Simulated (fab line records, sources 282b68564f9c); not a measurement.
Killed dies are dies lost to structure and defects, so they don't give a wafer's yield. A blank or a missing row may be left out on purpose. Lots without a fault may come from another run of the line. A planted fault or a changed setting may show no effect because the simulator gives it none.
Tool commonality check | flow rit_cmos | 14 lots, 42 wafers sampled

WHY IT WAS OPENED
At RIT_NLDD_TW_MEAS_10 the reading NLDD_TW is flagged on 2 of 14 lots. Wafers without a fault read 2479, standard deviation 22.
Rule: a lot is flagged when every wafer of it that has a number lies more than 4 standard deviations from that mean, or none has a number. The other lots count as sound.

lot  | measured    | on            | NLDD_TW, wafer by wafer | flag
L775 | day 2 20:40 | film_metro-02 | 2487 2496 2503          |
L776 | day 3 02:58 | film_metro-02 | 2504 2499 2501          |
L777 | day 3 05:28 | film_metro-04 | 2485 2488 2486          |
L778 | day 3 09:38 | film_metro-03 | 2437 2444 2438          |
L779 | day 3 17:06 | film_metro-03 | 2444 2448 2434          |
L780 | day 3 23:43 | film_metro-04 | 2474 2489 2469          |
L781 | day 4 01:37 | film_metro-04 | 2518 2501 2507          |
L782 | day 4 10:46 | film_metro-02 | 2512 2486 2497          |
L783 | day 4 14:53 | film_metro-03 | 2468 2465 2453          |
L784 | day 4 22:16 | film_metro-04 | 2508 2494 2517          |
L785 | day 5 03:20 | film_metro-04 | 2489 2476 2477          |
L790 | day 6 00:08 | film_metro-04 | 2183 2190 2188          | FLAGGED
L792 | day 6 11:47 | film_metro-03 | 2171 2160 2172          | FLAGGED
L796 | day 7 06:28 | film_metro-03 | 2463 2470 2478          |
The numbers of the flagged lots are 2177 on average: -302 against the usual, or -14 standard deviations.

WHICH TOOL RAN EACH LOT
The record holds 1 process step before the reading, out of a route of 202 steps. In each cell: the tool, then ch and the chambers that the sampled wafers went through, then the start.
lot  | flag    | RIT_NLDD_IMPLANT_08
L775 |         | implanter-01 ch 0, day 2 20:22
L776 |         | implanter-04 ch 0, day 3 02:40
L777 |         | implanter-02 ch 0, day 3 05:09
L778 |         | implanter-04 ch 0, day 3 09:20
L779 |         | implanter-01 ch 0, day 3 16:46
L780 |         | implanter-02 ch 0, day 3 23:25
L781 |         | implanter-01 ch 0, day 4 01:18
L782 |         | implanter-01 ch 0, day 4 10:27
L783 |         | implanter-04 ch 0, day 4 14:34
L784 |         | implanter-01 ch 0, day 4 21:57
L785 |         | implanter-02 ch 0, day 5 03:01
L790 | FLAGGED | implanter-01 ch 0, day 5 23:49
L792 | FLAGGED | implanter-01 ch 0, day 6 11:27
L796 |         | implanter-04 ch 0, day 7 06:08
What these steps do:
- RIT_NLDD_IMPLANT_08
- RIT_NLDD_TW_MEAS_10

FLAGGED OVER TOTAL, TOOL BY TOOL (the gauges that took the reading come last)
step                | tool          | lots run | flagged | share of the flagged lots | sound lots run after its first flagged lot
RIT_NLDD_IMPLANT_08 | implanter-01  | 7        | 2       | all                       | 0
RIT_NLDD_IMPLANT_08 | implanter-02  | 3        | 0       | none                      | -
RIT_NLDD_IMPLANT_08 | implanter-04  | 4        | 0       | none                      | -
RIT_NLDD_TW_MEAS_10 | film_metro-02 | 3        | 0       | none                      | -
RIT_NLDD_TW_MEAS_10 | film_metro-03 | 5        | 1       | some                      | 1 (L796)
RIT_NLDD_TW_MEAS_10 | film_metro-04 | 6        | 1       | some                      | 0

WHAT THE TABLE ALLOWS
1 row of the table ran every flagged lot: implanter-01 at RIT_NLDD_IMPLANT_08.
- implanter-01 at RIT_NLDD_IMPLANT_08: 2 of its 7 lots flagged. Its last sound lot is L784 (day 4 21:57), its first flagged lot L790 (day 5 23:49): a fault that began between those two fits. Its own readings lie more than 4 standard deviations out on every wafer of the flagged lots: dose_ions_cm2, faraday_current_uA.
One tool is left: implanter-01 at RIT_NLDD_IMPLANT_08.

WHAT THE SIMULATOR HAD PUT IN
Process parameter drift: implanter-01, from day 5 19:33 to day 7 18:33, at RIT_NLDD_IMPLANT_08. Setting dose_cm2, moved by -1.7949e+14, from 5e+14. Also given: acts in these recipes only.
Lots struck among those shown: L790, L792. The rule above found the same.
